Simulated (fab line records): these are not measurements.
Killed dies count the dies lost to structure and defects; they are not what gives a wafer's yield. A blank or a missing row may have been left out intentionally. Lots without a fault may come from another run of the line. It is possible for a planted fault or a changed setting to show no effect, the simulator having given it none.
Which tool did it? / flow berkeley_cmos170 / 14 lots, 42 wafers sampled, at 2 steps of a route of 331

== WHAT THE GAUGES SHOWED, per wafer ==
UCB170_SPACER_THK_MEAS_01. Usual: SPACER_TEOS_THK 376 nm, standard deviation 6.
lot=L320; measured=day 7 09:34; on=film_metro-01; SPACER_TEOS_THK (nm)=374 373 380; flag=
lot=L319; measured=day 7 09:59; on=film_metro-02; SPACER_TEOS_THK (nm)=369 368 381; flag=
lot=L323; measured=day 8 01:07; on=film_metro-04; SPACER_TEOS_THK (nm)=373 367 377; flag=
lot=L322; measured=day 8 02:26; on=film_metro-02; SPACER_TEOS_THK (nm)=372 366 376; flag=
lot=L324; measured=day 8 02:47; on=film_metro-01; SPACER_TEOS_THK (nm)=370 373 375; flag=
lot=L321; measured=day 8 03:01; on=film_metro-02; SPACER_TEOS_THK (nm)=377 366 380; flag=
lot=L326; measured=day 9 03:48; on=film_metro-01; SPACER_TEOS_THK (nm)=376 375 381; flag=
lot=L325; measured=day 9 04:07; on=film_metro-01; SPACER_TEOS_THK (nm)=377 380 390; flag=
lot=L329; measured=day 9 05:08; on=film_metro-01; SPACER_TEOS_THK (nm)=366 373 379; flag=
lot=L333; measured=day 10 10:26; on=film_metro-04; SPACER_TEOS_THK (nm)=654 658 662 654 658 662; flag=OFF
lot=L334; measured=day 10 15:55; on=film_metro-01; SPACER_TEOS_THK (nm)=659 660 667 658 661 668; flag=OFF
lot=L340; measured=day 11 23:19; on=film_metro-04; SPACER_TEOS_THK (nm)=369 375 372; flag=
lot=L341; measured=day 11 23:49; on=film_metro-02; SPACER_TEOS_THK (nm)=375 366 377; flag=
lot=L342; measured=day 12 05:43; on=film_metro-01; SPACER_TEOS_THK (nm)=375 381 377; flag=

== TOOL THAT RAN EACH LOT (tool first, then ch and the chambers of the sampled wafers, then the start) ==
lot=L320; UCB170_SPACER_CVD_00=pecvd-03 ch 0,1,2, day 7 09:30
lot=L319; UCB170_SPACER_CVD_00=pecvd-02 ch 0,1,2, day 7 09:57
lot=L323; UCB170_SPACER_CVD_00=pecvd-03 ch 0,1,2, day 8 01:04
lot=L322; UCB170_SPACER_CVD_00=pecvd-01 ch 0,1,2, day 8 02:24
lot=L324; UCB170_SPACER_CVD_00=pecvd-02 ch 1,2, day 8 02:44
lot=L321; UCB170_SPACER_CVD_00=pecvd-03 ch 1,2, day 8 02:58
lot=L326; UCB170_SPACER_CVD_00=pecvd-03 ch 0,1, day 9 03:45
lot=L325; UCB170_SPACER_CVD_00=pecvd-02 ch 0,1,2, day 9 04:04
lot=L329; UCB170_SPACER_CVD_00=pecvd-03 ch 1,2, day 9 05:06
lot=L333; UCB170_SPACER_CVD_00=pecvd-03 ch 0,2, day 10 10:23
lot=L334; UCB170_SPACER_CVD_00=pecvd-03 ch 0,1,2, day 10 15:52
lot=L340; UCB170_SPACER_CVD_00=pecvd-02 ch 0,1,2, day 11 23:15
lot=L341; UCB170_SPACER_CVD_00=pecvd-01 ch 0,1,2, day 11 23:46
lot=L342; UCB170_SPACER_CVD_00=pecvd-01 ch 0,1,2, day 12 05:41
- UCB170_SPACER_CVD_00: deposits SiO2 from TEOS/O2, target thk 376 nm, time 47 s.

== WHAT THE TOOLS THEMSELVES READ (means of the sampled wafers that have a number; where no wafer has one, the mark that the record gives instead) ==
UCB170_SPACER_CVD_00. Usual: heater_power_w at 275 W, with a standard deviation of 56.
lot=L320; tool=pecvd-03; heater_power_w (W)=212; flag=
lot=L319; tool=pecvd-02; heater_power_w (W)=299; flag=
lot=L323; tool=pecvd-03; heater_power_w (W)=220; flag=
lot=L322; tool=pecvd-01; heater_power_w (W)=307; flag=
lot=L324; tool=pecvd-02; heater_power_w (W)=307; flag=
lot=L321; tool=pecvd-03; heater_power_w (W)=224; flag=
lot=L326; tool=pecvd-03; heater_power_w (W)=228; flag=
lot=L325; tool=pecvd-02; heater_power_w (W)=318; flag=
lot=L329; tool=pecvd-03; heater_power_w (W)=188; flag=
lot=L333; tool=pecvd-03; heater_power_w (W)=232; flag=
lot=L334; tool=pecvd-03; heater_power_w (W)=251; flag=
lot=L340; tool=pecvd-02; heater_power_w (W)=317; flag=
lot=L341; tool=pecvd-01; heater_power_w (W)=282; flag=
lot=L342; tool=pecvd-01; heater_power_w (W)=287; flag=

== THE ANSWER, worked out from the rows above alone ==
Rule: a lot counts as off when the mean over its wafers that have a number is more than 3 standard deviations away from the usual mean. A lot without any number at a reading at which 4 lots or more have one is off too. All remaining lots with rows at the step are treated as sound. After the gauges, taken in route order, come the tools' own readings; for these a lot's mean is taken, as printed above. At the first step where some lot is off, the reading lying furthest off is the one used; lots without a number count as furthest.
Off: L333, L334, at UCB170_SPACER_THK_MEAS_01 (SPACER_TEOS_THK).
If a tool, at a process step before that reading, ran all the lots that are off and no sound lot after the first of them, it fits. Those tools and the gauges at UCB170_SPACER_THK_MEAS_01 are tried in the same way. One candidate fits, namely pecvd-03 at UCB170_SPACER_CVD_00. A fault onset in the window from L329 (day 9 05:06, its last sound lot) to L333 (day 10 10:23, its first lot off) fits.

== WHAT THE SIMULATOR HAD INSERTED ==
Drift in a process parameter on pecvd-03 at UCB170_SPACER_CVD_00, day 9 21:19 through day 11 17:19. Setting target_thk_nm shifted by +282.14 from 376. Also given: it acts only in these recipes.
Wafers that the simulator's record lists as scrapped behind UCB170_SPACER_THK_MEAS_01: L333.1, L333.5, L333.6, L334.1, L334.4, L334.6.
Lots struck among those shown: L333, L334. This agrees with what the rule above found.
